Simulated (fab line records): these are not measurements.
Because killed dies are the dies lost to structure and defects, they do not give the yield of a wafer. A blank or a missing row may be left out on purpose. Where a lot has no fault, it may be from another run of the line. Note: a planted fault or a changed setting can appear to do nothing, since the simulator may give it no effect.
fab line records / flow rit-cmos
record lots=14 wafers=42 last-day=7
route steps=202 shown FOX2@23 M1@202
lots that met no fault: from a run of the same line without faults
start-h: the number of hours between the record's first day and the start of the first shown wafer of the lot / wait-h: hours since the lot's step before / " as in the row above / L1.1+2: several wafers, shown together as one row / - no value, or no start given / * or withheld: withheld / < > ~ a bound
route shown NAME@n: a module of which the file shows steps, and the number in the route of the first / usual: mean and standard deviation over wafers with no fault / same: alike in all rows / chamber/n: place in a boat / sites: readings site by site / _std_site: the values' standard deviation / _edge_site: mean of outer sites minus mean of inner sites / radius-mm: for every site, how far away it sits from the centre of the wafer / mask NAME#n: copy n / behind: tool/chamber where the wafer was last shaped / hold: cause of the lot's hold/its duration in hours/its outcome / device: names the non-switching transistor (n, p or np) / end of line: tests run on the same wafers once the route is complete / a step given without rows: its recipe and nothing more / killed: the dies lost at the first sort to structure and to defects; this is not the yield of the wafer / map: a wafer's dies, x killed, . not, _ none there
set.NAME: the setting that was run; set.NAME@STEP: the one run at that earlier step / model.NAME: the simulator's own value behind a step, which no gauge read
steps of the route over a sample of lots; a table a step, a row a wafer
services: from which hour (start-h, from the record's first day; less than 0 if before it) a tool's chamber was out of use, for how many hours, and why
## steps
# step RIT_FOX2_OXIDATION_00
# recipe temp-c=1100 ambient=H2O target-thk-a=3507 p-h2o-torr=720 ox-time-s=1130
# usual spike-tc-centre-C=1101.6/1.4
lot.wafer=L381.1 tool=furnace-03 chamber=0 start-h=19.48 wait-h=0.0 spike-tc-centre-C=1102.2
lot.wafer=L381.2 tool=furnace-03 chamber=0 start-h=19.48 wait-h=0.0 spike-tc-centre-C=1103.7
lot.wafer=L381.4 tool=furnace-03 chamber=0 start-h=19.48 wait-h=0.0 spike-tc-centre-C=1103.7
lot.wafer=L382.1 tool=furnace-03 chamber=0 start-h=25.25 wait-h=2.4 spike-tc-centre-C=1102.4
lot.wafer=L382.4 tool=furnace-03 chamber=0 start-h=25.25 wait-h=2.4 spike-tc-centre-C=1102.1
lot.wafer=L382.6 tool=furnace-03 chamber=0 start-h=25.25 wait-h=2.4 spike-tc-centre-C=1101.5
lot.wafer=L383.2 tool=furnace-01 chamber=0 start-h=30.84 wait-h=0.9 spike-tc-centre-C=1101.6
lot.wafer=L383.3 tool=furnace-01 chamber=0 start-h=30.84 wait-h=0.9 spike-tc-centre-C=1101.3
lot.wafer=L383.5 tool=furnace-01 chamber=0 start-h=30.84 wait-h=0.9 spike-tc-centre-C=1100.9
lot.wafer=L385.2 tool=furnace-01 chamber=0 start-h=39.71 wait-h=0.0 spike-tc-centre-C=1099.2
lot.wafer=L385.5 tool=furnace-01 chamber=0 start-h=39.71 wait-h=0.0 spike-tc-centre-C=1100.9
lot.wafer=L385.6 tool=furnace-01 chamber=0 start-h=39.71 wait-h=0.0 spike-tc-centre-C=1102.1
lot.wafer=L386.1 tool=furnace-03 chamber=0 start-h=44.91 wait-h=0.0 spike-tc-centre-C=1102.2
lot.wafer=L386.2 tool=furnace-03 chamber=0 start-h=44.91 wait-h=0.0 spike-tc-centre-C=1102.5
lot.wafer=L386.4 tool=furnace-03 chamber=0 start-h=44.91 wait-h=0.0 spike-tc-centre-C=1105.1
lot.wafer=L387.4 tool=furnace-01 chamber=0 start-h=49.30 wait-h=0.5 spike-tc-centre-C=1099.9
lot.wafer=L387.5 tool=furnace-01 chamber=0 start-h=49.30 wait-h=0.5 spike-tc-centre-C=1100.2
lot.wafer=L387.6 tool=furnace-01 chamber=0 start-h=49.30 wait-h=0.5 spike-tc-centre-C=1101.9
lot.wafer=L391.1 tool=furnace-01 chamber=0 start-h=68.58 wait-h=1.0 spike-tc-centre-C=1102.4
lot.wafer=L391.2 tool=furnace-01 chamber=0 start-h=68.58 wait-h=1.0 spike-tc-centre-C=1100.4
lot.wafer=L391.4 tool=furnace-01 chamber=0 start-h=68.58 wait-h=1.0 spike-tc-centre-C=1100.5
lot.wafer=L393.2 tool=furnace-04 chamber=0 start-h=77.82 wait-h=0.0 spike-tc-centre-C=1100.5
lot.wafer=L393.3 tool=furnace-04 chamber=0 start-h=77.82 wait-h=0.0 spike-tc-centre-C=1101.8
lot.wafer=L393.4 tool=furnace-04 chamber=0 start-h=77.82 wait-h=0.0 spike-tc-centre-C=1102.3
lot.wafer=L394.1 tool=furnace-03 chamber=0 start-h=82.82 wait-h=0.0 spike-tc-centre-C=1103.3
lot.wafer=L394.2 tool=furnace-03 chamber=0 start-h=82.82 wait-h=0.0 spike-tc-centre-C=1103.3
lot.wafer=L394.3 tool=furnace-03 chamber=0 start-h=82.82 wait-h=0.0 spike-tc-centre-C=1101.8
lot.wafer=L395.1 tool=furnace-01 chamber=0 start-h=89.14 wait-h=0.4 spike-tc-centre-C=1102.5
lot.wafer=L395.3 tool=furnace-01 chamber=0 start-h=89.14 wait-h=0.4 spike-tc-centre-C=1102.2
lot.wafer=L395.6 tool=furnace-01 chamber=0 start-h=89.14 wait-h=0.4 spike-tc-centre-C=1103.2
lot.wafer=L397.3 tool=furnace-01 chamber=0 start-h=99.30 wait-h=1.1 spike-tc-centre-C=1102.0
lot.wafer=L397.5 tool=furnace-01 chamber=0 start-h=99.30 wait-h=1.1 spike-tc-centre-C=1100.5
lot.wafer=L397.6 tool=furnace-01 chamber=0 start-h=99.30 wait-h=1.1 spike-tc-centre-C=1102.8
lot.wafer=L398.1 tool=furnace-03 chamber=0 start-h=103.32 wait-h=0.0 spike-tc-centre-C=1102.2
lot.wafer=L398.3 tool=furnace-03 chamber=0 start-h=103.32 wait-h=0.0 spike-tc-centre-C=1101.3
lot.wafer=L398.6 tool=furnace-03 chamber=0 start-h=103.32 wait-h=0.0 spike-tc-centre-C=1103.3
lot.wafer=L400.2 tool=furnace-04 chamber=0 start-h=113.14 wait-h=0.0 spike-tc-centre-C=1100.1
lot.wafer=L400.5 tool=furnace-04 chamber=0 start-h=113.14 wait-h=0.0 spike-tc-centre-C=1101.0
lot.wafer=L400.6 tool=furnace-04 chamber=0 start-h=113.14 wait-h=0.0 spike-tc-centre-C=1100.8
lot.wafer=L403.4 tool=furnace-04 chamber=0 start-h=127.94 wait-h=0.1 spike-tc-centre-C=1101.1
lot.wafer=L403.5 tool=furnace-04 chamber=0 start-h=127.94 wait-h=0.1 spike-tc-centre-C=1100.4
lot.wafer=L403.6 tool=furnace-04 chamber=0 start-h=127.94 wait-h=0.1 spike-tc-centre-C=1099.3
# step RIT_M1_PROBE_99
# usual killed-at-contacts=0.1/0.24 killed-at-front-end=7/3.2 killed-dies=7/3.2 killed-on-rim=1.9/1.4 killed-open=3.6/2.1 killed-short=3.5/2
# same gross-dies=264 killed_at_M0_to_M3=0 killed_at_M4_up=0 killed-at-back-side=0 killed-at-other=0
lot.wafer=L394.1 tool=prober-01 chamber=- start-h=125.08 wait-h=0.1 killed-at-contacts=0 killed-at-front-end=7 killed-dies=7 killed-on-rim=3 killed-open=4 killed-short=3
lot.wafer=L394.2 tool=prober-01 chamber=- start-h=125.13 wait-h=0.1 killed-at-contacts=0 killed-at-front-end=3 killed-dies=3 killed-on-rim=1 killed-open=3 killed-short=0
lot.wafer=L394.3 tool=prober-01 chamber=- start-h=125.18 wait-h=0.2 killed-at-contacts=0 killed-at-front-end=2 killed-dies=2 killed-on-rim=1 killed-open=0 killed-short=2
lot.wafer=L398.1 tool=prober-01 chamber=- start-h=143.91 wait-h=0.1 killed-at-contacts=0 killed-at-front-end=2 killed-dies=2 killed-on-rim=1 killed-open=1 killed-short=1
lot.wafer=L398.3 tool=prober-01 chamber=- start-h=144.01 wait-h=0.2 killed-at-contacts=0 killed-at-front-end=5 killed-dies=5 killed-on-rim=5 killed-open=1 killed-short=4
lot.wafer=L398.6 tool=prober-01 chamber=- start-h=144.16 wait-h=0.2 killed-at-contacts=0 killed-at-front-end=9 killed-dies=9 killed-on-rim=2 killed-open=3 killed-short=6
lot.wafer=L400.2 tool=prober-01 chamber=- start-h=155.93 wait-h=0.1 killed-at-contacts=0 killed-at-front-end=172 killed-dies=172 killed-on-rim=46 killed-open=2 killed-short=3
lot.wafer=L400.5 tool=prober-01 chamber=- start-h=156.08 wait-h=0.2 killed-at-contacts=0 killed-at-front-end=157 killed-dies=157 killed-on-rim=41 killed-open=2 killed-short=0
lot.wafer=L400.6 tool=prober-01 chamber=- start-h=156.13 wait-h=0.2 killed-at-contacts=0 killed-at-front-end=177 killed-dies=177 killed-on-rim=41 killed-open=1 killed-short=2
lot.wafer=L403.4 tool=prober-02 chamber=- start-h=170.55 wait-h=0.2 killed-at-contacts=1 killed-at-front-end=182 killed-dies=183 killed-on-rim=46 killed-open=3 killed-short=3
lot.wafer=L403.5 tool=prober-02 chamber=- start-h=170.60 wait-h=0.2 killed-at-contacts=0 killed-at-front-end=182 killed-dies=182 killed-on-rim=50 killed-open=1 killed-short=2
lot.wafer=L403.6 tool=prober-02 chamber=- start-h=170.65 wait-h=0.2 killed-at-contacts=0 killed-at-front-end=167 killed-dies=167 killed-on-rim=48 killed-open=0 killed-short=2
# killed by level:class
L394.1 GATE:geometric-particle:short=2 SPACER:geometric-particle:open=2 FOX2:geometric-particle:open=1 GATE:geometric-particle:open=1 SPACER:geometric-particle:short=1
L394.2 SILICIDE:geometric-particle:open=2 FOX1:geometric-particle:open=1
L394.3 GATE:geometric-particle:short=1 REOX:geometric-particle:short=1
L398.1 FOX1:geometric-particle:open=1 FOX1:geometric-particle:short=1
L398.3 FOX2:geometric-particle:short=2 FOX1:geometric-particle:open=1 FOX1:geometric-particle:short=1 REOX:geometric-particle:short=1
L398.6 GATE:geometric-particle:short=3 FOX1:geometric-particle:open=2 REOX:geometric-particle:short=2 FOX1:geometric-particle:short=1 GATE:geometric-particle:open=1
L400.2 FOX2:unspecified=167 GATE:geometric-particle:short=2 GATE:geometric-particle:open=1 SILICIDE:geometric-particle:short=1 SILICIDE:geometric-particle:open=1
L400.5 FOX2:unspecified=155 FOX2:geometric-particle:open=1 GATE:geometric-particle:open=1
L400.6 FOX2:unspecified=174 SILICIDE:geometric-particle:short=2 GATE:geometric-particle:open=1
L403.4 FOX2:unspecified=177 FOX2:geometric-particle:short=2 FOX2:geometric-particle:open=1 CONTACT:geometric-particle:open=1 SPACER:geometric-particle:open=1 SILICIDE:geometric-particle:short=1
L403.5 FOX2:unspecified=179 FOX2:geometric-particle:short=1 GATE:geometric-particle:short=1 SPACER:geometric-particle:open=1
L403.6 FOX2:unspecified=165 FOX2:geometric-particle:short=1 GATE:geometric-particle:short=1
## services
tool=furnace-01 chamber=- start-h=22.12 hours=3.6 kind=pm
tool=furnace-04 chamber=- start-h=28.30 hours=3.6 kind=pm
## key
first-sign step=RIT_M1_PROBE_99 reading=killed-at-front-end direction=up sigmas=52 usual=7 struck=173
effect step=RIT_M1_PROBE_99 reading=killed-dies direction=up sigmas=51 usual=7 struck=173
met-at RIT_FOX2_OXIDATION_00
struck-lots L400,L403
tester-left-out L400,L403
onset-between 77.82 113.14
also-fits time
fault kind=chamber-particle-source tool=furnace-04 chamber=- onset-h=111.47 steps=RIT_FOX2_OXIDATION_00 rate-per-visit-cm2=1.9948 end-h=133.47
# tester-left-out: of these lots the tester's yield and bins aren't shown, on N5 and GAA mostly nor the transistor test; their killed dies are dies lost to structure and defects alone, not to doping, threshold or leakage, so they don't give the yield
